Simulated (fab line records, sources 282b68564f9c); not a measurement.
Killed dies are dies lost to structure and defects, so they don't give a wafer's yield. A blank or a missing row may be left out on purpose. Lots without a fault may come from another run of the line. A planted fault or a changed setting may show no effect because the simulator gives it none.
fab line records | flow rit_cmos
record lots=6 wafers=18 last_day=7
route steps=202 shown ACTIVE@8 FOX1@20 FOX2@23 M1@202
lots that met no fault: from a run of the same line without faults
start_h: hours from the record's first day to the start of the lot's first wafer shown | wait_h: hours since the lot's step before | " the same as in the row above | L1.1+2: a row that stands for several wafers | - no value, or no start given | * or withheld: withheld | < > ~ a bound
route shown NAME@n: a module of which the file shows steps, and the number in the route of the first | usual: mean/standard deviation of fault-free wafers | same: alike in all rows | chamber/n: place in a boat | sites: the reading at each site | _std_site: their standard deviation | _edge_site: outer sites' mean less inner sites' | radius_mm: how far each site lies from the wafer's centre | mask NAME#n: copy n | behind: the tool/chamber that last shaped the wafer | hold: why the lot was held/for how many hours/how that ended | device: the transistor (n, p or np) that didn't switch | end of line: the same wafers' tests at the end of the route | a step without rows: its recipe alone | killed: dies lost to structure and defects at the first sort, not the wafer's yield | map: a wafer's dies, x killed, . not, _ none there
set.NAME: the setting as run; set.NAME@STEP: as run at that earlier step | model.NAME: the simulator's own value behind a step, which no gauge read
lots at some steps of the route; a table a step, a row a wafer
services: from which hour (start_h, from the record's first day; less than 0 if before it) a tool's chamber was out of use, for how many hours, and why
## steps
# step RIT_ACTIVE_SOFTBAKE_07
# recipe resist=NOVOLAK temp_c=90 time_s=60
# step RIT_ACTIVE_EXPOSE_08
# recipe mask_id=M1 na=0.6 source_shape=conventional sigma_outer=0.6 target_cd_nm=1400 dose_mj=225
# step RIT_ACTIVE_PEB_09
# recipe resist=NOVOLAK temp_c=withheld time_s=withheld
# step RIT_ACTIVE_DEVELOP_10
# recipe resist=NOVOLAK develop_time_s=50 dev_temp_c=23
# step RIT_ACTIVE_CD_MEAS_11
# recipe target_cd_nm=1400
# usual cd_nm=1399.7/2.3
# columns lot.wafer tool chamber start_h wait_h cd_nm
L593.3 cd_sem-02 - 35.16 - 1399.7
L593.4 " - " " 1401.0
L593.5 " - " " 1401.4
L599.2 cd_sem-02 - 65.86 - 1399.2
L599.3 " - " " 1398.9
L599.6 " - " " 1400.5
L601.2 cd_sem-02 - 76.25 - 1398.8
L601.3 " - " " 1399.4
L601.4 " - " " 1398.0
L605.2 cd_sem-01 - 96.66 - 1401.7
L605.4 " - " " 1402.1
L605.6 " - " " 1400.2
L607.2 cd_sem-02 - 106.43 - 1402.7
L607.3 " - " " 1399.3
L607.4 " - " " 1399.0
L612.1 cd_sem-01 - 130.56 - 1401.9
L612.3 " - " " 1402.1
L612.4 " - " " 1402.9
# step RIT_ACTIVE_HARDBAKE_12
# recipe resist=NOVOLAK temp_c=140 time_s=60
# step RIT_ACTIVE_ETCH_13
# recipe stop_on=SiO2 chemistry=SF6 target=Si3N4 time_s=210 over_etch_frac=0.4 SF6_flow_sccm=200 pressure_mtorr=260 rf_w=125 target_depth_a=2100
# usual drypump_motor_current_A=6.0/0.3 oes_product_au=0.823/0.01 throttle_valve_pct=7.47/0.12
# columns lot.wafer tool chamber start_h wait_h drypump_motor_current_A oes_product_au rf_hours_counter_h throttle_valve_pct
L593.3 rie_diel-03 2 35.39 0.1 5.9 0.813 5 7.41
L593.4 " 3 " " 5.9 0.819 - 7.37
L593.5 " 0 " " 6.1 0.818 - 7.52
L599.2 rie_diel-03 2 66.11 0.1 5.8 0.812 6 7.41
L599.3 " 0 " " 6.1 0.826 90 7.51
L599.6 " 0 " " 6.1 0.827 - 7.50
L601.2 rie_diel-02 2 76.50 0.1 6.0 0.818 70 7.47
L601.3 " 0 " " 6.5 0.834 60 7.53
L601.4 " 3 " " 5.9 0.838 70 7.51
L605.2 rie_diel-02 3 96.91 0.1 5.9 0.828 71 7.50
L605.4 " 1 " " 6.8 0.836 1 7.70
L605.6 " 2 " " 6.0 0.815 - 7.47
L607.2 rie_diel-03 2 106.68 0.1 5.8 0.810 7 7.41
L607.3 " 0 " " 6.1 0.818 91 7.49
L607.4 " 3 " " 5.9 0.824 39 7.37
L612.1 rie_diel-01 2 130.83 0.1 6.4 0.828 111 7.35
L612.3 " 0 " " 5.8 0.797 63 7.69
L612.4 " 3 " " 6.0 0.815 152 7.27
# step RIT_ACTIVE_STRIP_14
# recipe chemistry=O2 time_s=180 resist=NOVOLAK platen_temp_c=withheld power_w=500 pressure_mtorr=4000 o2_flow_sccm=4000
# usual drypump_motor_current_A=5.9/0.49
# columns lot.wafer tool chamber start_h wait_h drypump_motor_current_A rf_hours_counter_h
L593.3 plasma_asher-01 1 35.58 0.1 6.3 -
L593.4 " 0 " " 5.3 -
L593.5 " 1 " " 6.3 -
L599.2 plasma_asher-04 0 66.25 0.1 6.4 29
L599.3 " 0 " " 6.4 -
L599.6 " 0 " " 6.4 -
L601.2 plasma_asher-02 0 76.63 0.1 5.5 41
L601.3 " 1 " " 5.7 -
L601.4 " 0 " " 5.5 -
L605.2 plasma_asher-02 0 97.04 0.1 5.4 43
L605.4 " 0 " " 5.5 -
L605.6 " 0 " " 5.5 -
L607.2 plasma_asher-04 0 106.81 0.1 6.4 33
L607.3 " 1 " " 6.6 -
L607.4 " 0 " " 6.4 -
L612.1 plasma_asher-01 0 130.96 0.1 5.3 49
L612.3 " 1 " " 6.3 -
L612.4 " 0 " " 5.3 -
# step RIT_ACTIVE_CD_MEAS_90
# recipe target_cd_nm=1400
# usual cd_nm=1399.8/2.3
# columns lot.wafer tool chamber start_h wait_h cd_nm
L593.3 cd_sem-01 - 35.74 0.1 1399.9
L593.4 " - " " 1401.1
L593.5 " - " " 1401.6
L599.2 cd_sem-01 - 66.44 0.1 1399.4
L599.3 " - " " 1398.7
L599.6 " - " " 1400.5
L601.2 cd_sem-01 - 76.83 0.1 1398.5
L601.3 " - " " 1399.7
L601.4 " - " " 1398.6
L605.2 cd_sem-01 - 97.23 0.1 1402.3
L605.4 " - " " 1402.1
L605.6 " - " " 1400.6
L607.2 cd_sem-01 - 107.01 0.1 1402.6
L607.3 " - " " 1399.4
L607.4 " - " " 1399.1
L612.1 cd_sem-01 - 131.13 0.1 1401.7
L612.3 " - " " 1402.1
L612.4 " - " " 1403.2
# step RIT_ACTIVE_CLEAN_15
# recipe chemistry=SC1 mix=3:3:50 time_s=600 temp_c=75
# step RIT_ACTIVE_CLEAN_16
# recipe chemistry=dHF dilution=50:1 time_s=30
# step RIT_ACTIVE_CLEAN_17
# recipe chemistry=SC2 mix=3:3:50 time_s=600 temp_c=75 dry=n2_spin
# step RIT_FOX1_OXIDATION_00
# recipe temp_c=1100 ambient=H2O target_thk_a=3507 p_h2o_torr=720 ox_time_s=1130
# usual ox_temp_c_max=1104.3/1.1 ox_time_s=1130/0 spike_tc_source_C=1124.7/2 tube_center_temp_C_max=1102.8/0.44
# columns lot.wafer tool chamber start_h wait_h ox_temp_c_max ox_time_s spike_tc_source_C tube_center_temp_C_max model.SiO2_of_FOX1_OXIDATION_00.thk_nm model.Si3N4_of_ACTIVE_CVD_03.thk_nm
L593.3 furnace-03 0 36.22 0.0 1102.2 1130 1124.6 1102.4 364.5 142.3
L593.4 " 0 " " 1103.2 1130 1124.6 1103.4 371.9 141.9
L593.5 " 0 " " 1103.3 1130 1122.8 1102.6 370.6 142.2
L599.2 furnace-01 0 67.35 0.4 1104.6 565 1126.5 1102.7 227.3 144.8
L599.3 " 0 " " 1104.4 565 1128.0 1102.9 242.7 146
L599.6 " 0 " " 1105.2 565 1125.5 1104.0 232.7 145.7
L601.2 furnace-01 0 77.31 0.0 1104.0 565 1127.8 1102.5 234.7 145.5
L601.3 " 0 " " 1105.6 565 1125.8 1102.5 239.3 145.5
L601.4 " 0 " " 1105.8 565 1126.8 1103.0 235.2 147.5
L605.2 furnace-03 0 97.73 0.0 1103.8 1130 1122.6 1102.5 352.6 144.5
L605.4 " 0 " " 1103.7 1130 1125.2 1102.3 360.6 143
L605.6 " 0 " " 1104.9 1130 1125.3 1102.9 356.3 143.4
L607.2 furnace-03 0 107.48 0.0 1103.0 1130 1122.7 1103.1 349.1 141.3
L607.3 " 0 " " 1103.6 1130 1125.9 1103.0 351.4 141.3
L607.4 " 0 " " 1103.1 1130 1124.2 1103.1 352.6 142.8
L612.1 furnace-01 0 132.05 0.4 1106.7 1130 1125.5 1102.8 356.4 141.9
L612.3 " 0 " " 1105.3 1130 1127.7 1102.5 355 141.7
L612.4 " 0 " " 1104.5 1130 1127.7 1102.2 361.1 143.3
# step RIT_FOX1_THK_MEAS_01
# recipe reads=SiO2_of_FOX1_OXIDATION_00
# usual FOX1_OXIDE_THK=354/7.5
# columns lot.wafer tool chamber start_h wait_h FOX1_OXIDE_THK[nm]
L593.3 film_metro-01 - 37.56 0.0 365
L593.4 " - " " 372
L593.5 " - " " 370
L599.2 film_metro-01 - 68.67 0.0 227
L599.3 " - " " 243
L599.6 " - " " 233
L601.2 film_metro-04 - 78.64 0.0 235
L601.3 " - " " 239
L601.4 " - " " 235
L605.2 film_metro-03 - 99.06 0.0 353
L605.4 " - " " 361
L605.6 " - " " 357
L607.2 film_metro-03 - 108.80 0.0 349
L607.3 " - " " 351
L607.4 " - " " 353
L612.1 film_metro-03 - 133.37 0.0 356
L612.3 " - " " 355
L612.4 " - " " 361
# step RIT_FOX1_WET_ETCH_02
# recipe chemistry=BOE target_depth_nm=350 time_s=390 temp_c=21.5 dry=n2_spin dilution=10:1 target=SiO2
# step RIT_FOX2_OXIDATION_00
# recipe temp_c=1100 ambient=H2O target_thk_a=3507 p_h2o_torr=720 ox_time_s=1130
# step RIT_FOX2_THK_MEAS_01
# recipe reads=SiO2_of_FOX2_OXIDATION_00
# usual FOX2_OXIDE_THK=354/7.1
# columns lot.wafer tool chamber start_h wait_h FOX2_OXIDE_THK[nm]
L593.3 film_metro-01 - 39.06 0.0 360
L593.4 " - " " 358
L593.5 " - " " 365
L599.2 film_metro-01 - 70.33 0.0 350
L599.3 " - " " 347
L599.6 " - " " 351
L601.2 film_metro-01 - 80.14 0.0 355
L601.3 " - " " 357
L601.4 " - " " 359
L605.2 film_metro-03 - 100.55 0.0 356
L605.4 " - " " 354
L605.6 " - " " 353
L607.2 film_metro-01 - 111.62 0.0 346
L607.3 " - " " 349
L607.4 " - " " 351
L612.1 film_metro-01 - 134.87 0.0 356
L612.3 " - " " 354
L612.4 " - " " 355
# step RIT_FOX2_CLEAN_02
# recipe chemistry=dHF dilution=50:1 time_s=180
# columns lot.wafer tool chamber start_h wait_h model.Si3N4_of_ACTIVE_CVD_03.thk_nm
L593.3 wet_bench-03 0 39.10 0.0 130.5
L593.4 " 0 " " 130
L593.5 " 0 " " 130.3
L599.2 wet_bench-04 2 70.38 0.0 132.9
L599.3 " 2 " " 134.2
L599.6 " 2 " " 133.8
L601.2+3 wet_bench-02 1 80.19 0.0 133.7
L601.4 " 1 " " 135.7
L605.2 wet_bench-04 3 100.60 0.0 132.7
L605.4 " 3 " " 131.2
L605.6 " 3 " " 131.6
L607.2 wet_bench-03 1 111.67 0.0 129.6
L607.3 " 1 " " 129.5
L607.4 " 1 " " 131.1
L612.1 wet_bench-02 3 134.93 0.1 130.1
L612.3 " 3 " " 129.9
L612.4 " 3 " " 131.5
# step RIT_FOX2_WET_ETCH_03
# recipe chemistry=H3PO4 target=Si3N4 target_depth_nm=195 temp_c=165 time_s=2700
# step RIT_M1_PROBE_99
# usual killed_at_front_end=7/3.1 killed_dies=7/3.1 killed_on_rim=1.8/1.4 killed_open=3.3/2 killed_short=3.4/2.1
# same gross_dies=264 killed_at_M0_to_M3=0 killed_at_M4_up=0 killed_at_back_side=0 killed_at_contacts=0 killed_at_other=0
# columns lot.wafer tool chamber start_h wait_h killed_at_front_end killed_dies killed_on_rim killed_open killed_short model.etest.pplus_sal.width_nm model.etest.nplus_sal.width_nm model.etest.pldd.width_nm model.etest.nldd.width_nm model.etest.nmos_narrow.drive_ua_um model.etest.pmos_narrow.drive_ua_um model.etest.field_p_metal.vt_v model.etest.field_p.vt_v
L593.3 prober-01 - 78.20 0.2 4 4 1 1 3 3421 3430 3167 3149 221.3 100.4 -28.68 -12.72
L593.4 prober-01 - 78.25 0.2 4 4 1 4 0 3424 3426 3152 3162 226.4 103.7 -28.57 -12.59
L593.5 prober-01 - 78.30 0.2 4 4 2 1 3 3395 3396 3151 3145 218.6 99.34 -28.75 -12.75
L599.2 prober-02 - 110.46 0.1 9 9 4 4 5 3575 3584 3286 3262 244.8 113.1 -29.37 -12.95
L599.3 prober-02 - 110.51 0.2 6 6 1 3 3 3563 3577 3274 3291 242.2 113.5 -29.42 -12.78
L599.6 prober-02 - 110.66 0.2 9 9 4 2 7 3603 3586 3277 3272 243.8 112 -29.9 -12.91
L601.2 prober-02 - 119.21 0.1 5 5 1 3 2 3576 3562 3261 3266 250.9 118.5 -30.96 -13.6
L601.3 prober-02 - 119.26 0.2 6 6 2 3 3 3584 3564 3292 3288 262.9 122.3 -30.62 -13.6
L601.4 prober-02 - 119.31 0.2 6 6 2 4 2 3576 3556 3267 3278 250.3 116.1 -31.23 -13.67
L605.2 prober-02 - 138.65 0.1 2 2 1 1 1 3428 3454 3176 3160 232.2 107.3 -28.44 -12.56
L605.4 prober-02 - 138.75 0.2 1 1 1 1 0 3430 3447 3170 3142 225.9 106.7 -28.79 -12.47
L605.6 prober-02 - 138.85 0.2 4 4 0 1 3 3427 3433 3159 3160 227 104.6 -28.8 -12.46
L607.2 prober-02 - 149.92 0.1 5 5 2 5 0 3471 3479 3204 3210 224.4 99.79 -29.76 -13.06
L607.3 prober-02 - 149.97 0.2 4 4 3 3 1 3466 3450 3178 3187 228.9 101.1 -29.66 -13.03
L607.4 prober-02 - 150.02 0.2 6 6 1 5 1 3442 3443 3201 3175 222.7 98.34 -29.83 -12.95
L612.1 prober-01 - 178.67 0.1 10 10 3 1 9 3429 3433 3160 3164 222.2 98.7 -28.47 -12.69
L612.3 prober-01 - 178.77 0.2 7 7 1 2 5 3439 3431 3169 3138 223.7 99.38 -28.66 -12.69
L612.4 prober-01 - 178.82 0.2 11 11 3 6 5 3421 3435 3168 3142 223.9 100.4 -28.88 -12.71
# killed by level:class
L593.3 GATE:geometric_particle:short=2 FOX2:geometric_particle:short=1 FOX2:geometric_particle:open=1
L593.4 SILICIDE:geometric_particle:open=2 FOX1:geometric_particle:open=1 SPACER:geometric_particle:open=1
L593.5 GATE:geometric_particle:short=3 GATE:geometric_particle:open=1
L599.2 SILICIDE:geometric_particle:short=3 GATE:geometric_particle:short=2 GATE:geometric_particle:open=1 REOX:geometric_particle:open=1 SPACER:geometric_particle:open=1 SILICIDE:geometric_particle:open=1
L599.3 GATE:geometric_particle:short=2 FOX1:geometric_particle:open=1 FOX1:geometric_particle:short=1 SPACER:geometric_particle:open=1 SILICIDE:geometric_particle:open=1
L599.6 GATE:geometric_particle:short=3 SILICIDE:geometric_particle:short=3 FOX1:geometric_particle:open=1 REOX:geometric_particle:open=1 REOX:geometric_particle:short=1
L601.2 GATE:geometric_particle:open=2 GATE:geometric_particle:short=1 SILICIDE:geometric_particle:open=1 STARTING-WAFER:geometric_particle:short=1
L601.3 GATE:geometric_particle:open=3 FOX1:geometric_particle:short=1 FOX2:geometric_particle:short=1 SPACER:geometric_particle:short=1
L601.4 GATE:geometric_particle:short=2 GATE:geometric_particle:open=2 SPACER:geometric_particle:open=2
L605.2 GATE:geometric_particle:short=1 GATE:geometric_particle:open=1
L605.4 SPACER:geometric_particle:open=1
L605.6 GATE:geometric_particle:short=3 GATE:geometric_particle:open=1
L607.2 GATE:geometric_particle:open=3 FOX2:geometric_particle:open=1 SILICIDE:geometric_particle:open=1
L607.3 FOX1:geometric_particle:open=2 REOX:geometric_particle:short=1 SPACER:geometric_particle:open=1
L607.4 FOX1:geometric_particle:open=2 GATE:geometric_particle:open=1 REOX:geometric_particle:open=1 SILICIDE:geometric_particle:open=1 SILICIDE:geometric_particle:short=1
L612.1 FOX1:geometric_particle:short=5 GATE:geometric_particle:short=2 SPACER:geometric_particle:short=2 GATE:geometric_particle:open=1
L612.3 FOX1:geometric_particle:open=2 GATE:geometric_particle:short=2 FOX1:geometric_particle:short=1 REOX:geometric_particle:short=1 SPACER:geometric_particle:short=1
L612.4 GATE:geometric_particle:open=4 FOX1:geometric_particle:short=1 FOX2:geometric_particle:short=1 GATE:geometric_particle:short=1 REOX:geometric_particle:short=1 SPACER:geometric_particle:open=1 SILICIDE:geometric_particle:open=1 SILICIDE:geometric_particle:short=1
## services
# columns tool chamber start_h hours kind
rie_diel-01 - 13.56 2.8 pm
furnace-01 - 29.84 4.3 pm
rie_diel-02 1 31.86 13.1 repair
wet_bench-03 - 33.69 1.9 pm
rie_diel-03 1 33.75 4.2 repair
rie_diel-03 1 37.95 - clean
rie_diel-03 1 37.95 21.7 scheduled_down
rie_diel-03 1 37.95 21.7 vent_cycle
rie_diel-02 1 45.10 - clean
rie_diel-02 1 45.10 23.2 scheduled_down
rie_diel-02 1 45.10 23.2 vent_cycle
rie_diel-03 - 67.91 0.5 repair
plasma_asher-04 - 87.09 2.8 pm
furnace-03 - 94.24 2.5 pm
rie_diel-02 - 106.17 14.6 pm
furnace-01 - 108.52 3.8 pm
plasma_asher-02 - 108.75 9.0 pm
plasma_asher-02 0 108.75 9.0 vent_cycle
plasma_asher-02 1 108.75 9.0 vent_cycle
plasma_asher-04 - 114.73 0.3 repair
plasma_asher-04 - 115.27 2.3 repair
plasma_asher-02 0 117.75 - clean
plasma_asher-02 1 117.75 - clean
rie_diel-01 - 118.35 1.0 repair
## key
first_sign step=RIT_FOX1_OXIDATION_00 reading=ox_time_s direction=down sigmas=99+ usual=* struck=*
effect step=RIT_FOX1_THK_MEAS_01 reading=FOX1_OXIDE_THK direction=down sigmas=16 usual=354 struck=235
model_effect step=RIT_FOX1_OXIDATION_00 value=SiO2_of_FOX1_OXIDATION_00.thk_nm without=358.2 struck=235.3
model_effect step=RIT_FOX2_CLEAN_02 value=Si3N4_of_ACTIVE_CVD_03.thk_nm without=131.7 struck=134
model_effect step=RIT_M1_PROBE_99 value=etest.pplus_sal.width_nm without=3445 struck=3579
met_at RIT_FOX1_OXIDATION_00
struck_wafers L599.2,L599.3,L599.6,L601.2,L601.3,L601.4
tester_left_out L599,L601
fault kind=process_parameter_drift tool=furnace-01 chamber=- onset_h=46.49 steps=RIT_FOX1_OXIDATION_00 channel=ox_time_s offset=* shape=step end_h=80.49 acts_in=* stated=*
# tester_left_out: of these lots the tester's yield and bins aren't shown, on N5 and GAA mostly nor the transistor test; their killed dies are dies lost to structure and defects alone, not to doping, threshold or leakage, so they don't give the yield
